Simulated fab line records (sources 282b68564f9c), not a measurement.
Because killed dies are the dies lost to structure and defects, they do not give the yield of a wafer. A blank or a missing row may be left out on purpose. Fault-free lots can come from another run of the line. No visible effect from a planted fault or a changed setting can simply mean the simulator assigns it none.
Which tool is to blame? -- flow rit cmos -- 7 lots, 21 wafers sampled, at 2 steps of a route of 202

== WHAT THE GAUGES SHOWED, per wafer ==
RIT_GATE_CD_MEAS_16: target cd 150 nm.
lot,measured,on,cd nm (nm)
L862,day 3 03:08,cd sem-01,149.1 149.7 147.9
L864,day 3 15:46,cd sem-02,148.0 149.2 149.8
L866,day 3 19:13,cd sem-02,149.4 149.4 150.4
L868,day 4 10:35,cd sem-01,150.8 150.7 152.1
L870,day 4 16:31,cd sem-02,150.6 151.3 150.6
L880,day 6 16:16,cd sem-01,157.7 158.2 156.4 157.7 157.9 156.0
L883,day 7 07:55,cd sem-01,149.6 150.9 148.3

== WHICH TOOL RAN EACH LOT (tool, then ch and the chambers of the sampled wafers, then the start) ==
lot,RIT_GATE_DEVELOP_15
L862,"litho track-03 ch 0, day 3 02:00"
L864,"litho track-03 ch 0, day 3 15:00"
L866,"litho track-01 ch 0, day 3 19:00"
L868,"litho track-02 ch 0, day 4 10:00"
L870,"litho track-02 ch 0, day 4 16:00"
L880,"litho track-01 ch 0, day 6 16:00"
L883,"litho track-03 ch 0, day 7 07:00"
- RIT_GATE_DEVELOP_15: develop time 50 s.

== THE ANSWER, worked out from the rows above alone ==
Rule: the usual values come from the lots themselves. Put in order of their means at a reading, lots are off if they are a third of the lots or fewer, leave a main group of 4 or more, and stand apart from it by a gap of 3 or more times the standard deviation of the main group's means; of several such gaps the widest counts. The tables above print the reading to a certain number of digits; a main group whose means all agree to those digits is not used. Also off: a lot with no number at a reading for which 4 or more lots have one. The other lots that the step has rows for count as sound.
Off at RIT_GATE_CD_MEAS_16 (cd nm): L880. For the main group the mean is 149.9 nm and the standard deviation 0.86.
If a tool, at a process step before that reading, ran all the lots that are off and no sound lot after the first of them, it fits. Those tools and the gauges at RIT_GATE_CD_MEAS_16 are tried in the same way. One fits: litho track-01 at RIT_GATE_DEVELOP_15. Its last sound lot is L866 (day 3 19:00), its first lot that is off L880 (day 6 16:00): a fault that began between those two fits.

== WHAT THE SIMULATOR PUT IN ==
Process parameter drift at RIT_GATE_DEVELOP_15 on litho track-01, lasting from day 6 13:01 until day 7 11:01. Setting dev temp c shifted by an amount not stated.
Lots struck among those shown: L880. Same finding as the rule above.
